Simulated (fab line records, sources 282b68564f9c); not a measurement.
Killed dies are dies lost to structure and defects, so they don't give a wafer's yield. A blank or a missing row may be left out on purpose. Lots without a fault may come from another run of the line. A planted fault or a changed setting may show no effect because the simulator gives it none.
A struck lot beside a sound one | flow rit_cmos | 15 steps out of a route of 202
Sound: wafers L579.2, L579.5, L579.6. Struck: wafers L588.3, L588.4, L588.5. The cause comes at the end.
At each step with rows: each side's tool, then ch and its chambers, then its first start. Under that, the readings that differ: sound wafers | struck wafers | difference of the means | sigmas: that difference in standard deviations of wafers without a fault.
alike: readings whose means differ by less than 2 such deviations, and words and numbers that are the same on both sides. not compared: withheld readings, readings that some wafer has no value for, bounds like >300 that may hide the same value, and numbers for which the record gives no deviation and whose values overlap.
The two part at a step that has a row with sigmas, a row that says differs or no value, or rows on one side only. Numbers that don't overlap but have no deviation are shown without sigmas and don't part them. A reading that every wafer of one side lacks parts them only if that side has two wafers or more.

first, 3 steps without rows for these wafers: RIT_ACTIVE_CLEAN_16 (cleans in dHF, time 30 s); RIT_ACTIVE_CLEAN_17 (cleans in SC2, time 600 s); RIT_FOX1_OXIDATION_00 (target thk 350.7 nm, ox time 1130 s).
RIT_FOX1_THK_MEAS_01:
  sound on film_metro-01, day 1 23:22; struck on film_metro-02, day 3 20:51
  alike: FOX1_OXIDE_THK
then, 2 steps without rows for these wafers: RIT_FOX1_WET_ETCH_02 (etches SiO2 in BOE, target depth 350 nm, time 390 s); RIT_FOX2_OXIDATION_00 (target thk 350.7 nm, ox time 1130 s).
RIT_FOX2_THK_MEAS_01:
  sound on film_metro-03, day 2 01:05; struck on film_metro-04, day 3 22:20
  reading             | sound       | struck      | difference | sigmas
  FOX2_OXIDE_THK (nm) | 366 362 365 | 346 339 343 | -22        | -3
then, 2 steps without rows for these wafers: RIT_FOX2_CLEAN_02 (cleans in dHF, time 180 s); RIT_FOX2_WET_ETCH_03 (etches Si3N4 in H3PO4, target depth 195 nm, time 2700 s).
RIT_FOX2_THK_MEAS_90:
  sound on film_metro-02, day 2 01:58; struck on film_metro-03, day 3 23:13
  reading                     | sound       | struck      | difference | sigmas
  FIELD_OXIDE_LEFT_1_THK (nm) | 339 335 338 | 319 311 316 | -22        | -3
then, 2 steps without rows for these wafers: RIT_NWELL_HMDS_00 (prime time 60 s); RIT_NWELL_COAT_01 (resist thk 1300 nm).
RIT_NWELL_SOFTBAKE_02: time 60 s.
  sound on litho_track-04 ch 0, day 2 02:20; struck on litho_track-03 ch 0, day 3 23:37
  reading                  | sound             | struck            | difference | sigmas
  heater_power_total_W (W) | 34.51 34.51 34.56 | 33.71 33.66 33.72 | -0.83      | -16
  plate_temp_C (C)         | 89.95 89.94 90.06 | 88.59 88.56 88.67 | -1.38      | -11
then, 1 step without rows for these wafers: RIT_NWELL_EXPOSE_03 (exposes mask M2, target cd 43900 nm).
RIT_M1_PROBE_99:
  sound on prober-01, day 3 18:38; struck on prober-02, day 5 15:37
  alike: killed_at_contacts, killed_at_front_end, killed_dies, killed_open, killed_short

WHERE THEY PART
First at RIT_FOX2_THK_MEAS_01; last, within this record, at RIT_NWELL_SOFTBAKE_02. Later steps at which nothing parts them and some readings are alike: RIT_M1_PROBE_99.

WHY: what the simulator had put in
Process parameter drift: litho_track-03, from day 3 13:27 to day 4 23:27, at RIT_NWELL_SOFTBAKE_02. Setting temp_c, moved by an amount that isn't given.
